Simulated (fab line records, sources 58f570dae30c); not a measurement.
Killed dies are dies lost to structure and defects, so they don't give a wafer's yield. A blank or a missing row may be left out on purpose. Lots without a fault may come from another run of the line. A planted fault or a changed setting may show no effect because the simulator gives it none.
Which tool did it? | flow berkeley_cmos170 | 7 lots, 21 wafers sampled, at 3 steps of a route of 331

WHAT THE GAUGES READ, wafer by wafer
UCB170_GATE_OVL_MEAS_13.
lot  | measured     | on         | GATE_OVL (nm)
L903 | day 7 11:51  | overlay-01 | 0 -5 -5
L905 | day 8 02:30  | overlay-02 | 0 -5 -9
L912 | day 8 18:24  | overlay-02 | -1 -2 3
L915 | day 9 13:41  | overlay-02 | 6 6 5
L917 | day 9 23:26  | overlay-01 | -7 -6 -6
L920 | day 10 07:44 | overlay-01 | 0 -7 -10
L923 | day 10 22:31 | overlay-02 | -4 -4 2

WHICH TOOL RAN EACH LOT (tool, then ch and the chambers of the sampled wafers, then the start)
lot  | UCB170_PVT_COAT_01                | UCB170_PVT_STRIP_08
L903 | litho_track-02 ch 0, day 6 14:05  | plasma_asher-04 ch 1, day 6 15:06
L905 | litho_track-02 ch 0, day 7 12:19  | plasma_asher-04 ch 0,1, day 7 14:29
L912 | litho_track-03 ch 0, day 8 05:04  | plasma_asher-03 ch 0,1, day 8 06:03
L915 | litho_track-03 ch 0, day 9 02:05  | plasma_asher-03 ch 0,1, day 9 04:01
L917 | litho_track-02 ch 0, day 9 08:11  | plasma_asher-04 ch 0,1, day 9 09:18
L920 | litho_track-03 ch 0, day 9 17:41  | plasma_asher-03 ch 0,1, day 9 19:25
L923 | litho_track-02 ch 0, day 10 09:52 | plasma_asher-03 ch 0,1, day 10 10:54
- UCB170_PVT_COAT_01: resist thk 900 nm.
- UCB170_PVT_STRIP_08: strips in O2.

THE ANSWER, worked out from the rows above alone
Rule: what is usual is taken from the lots themselves. Put in order of their means at a reading, lots are off if they are a third of the lots or fewer, leave a main group of 4 or more, and stand apart from it by a gap of 3 or more times the standard deviation of the main group's means; of several such gaps the widest counts. A main group whose means are all the same, to the digits that the tables above print for the reading, isn't used. A lot without any number at a reading at which 4 lots or more have one is off too. The other lots that the step has rows for count as sound.
No lot is off at any reading shown: from this, nothing can be told.

WHAT THE SIMULATOR HAD PUT IN
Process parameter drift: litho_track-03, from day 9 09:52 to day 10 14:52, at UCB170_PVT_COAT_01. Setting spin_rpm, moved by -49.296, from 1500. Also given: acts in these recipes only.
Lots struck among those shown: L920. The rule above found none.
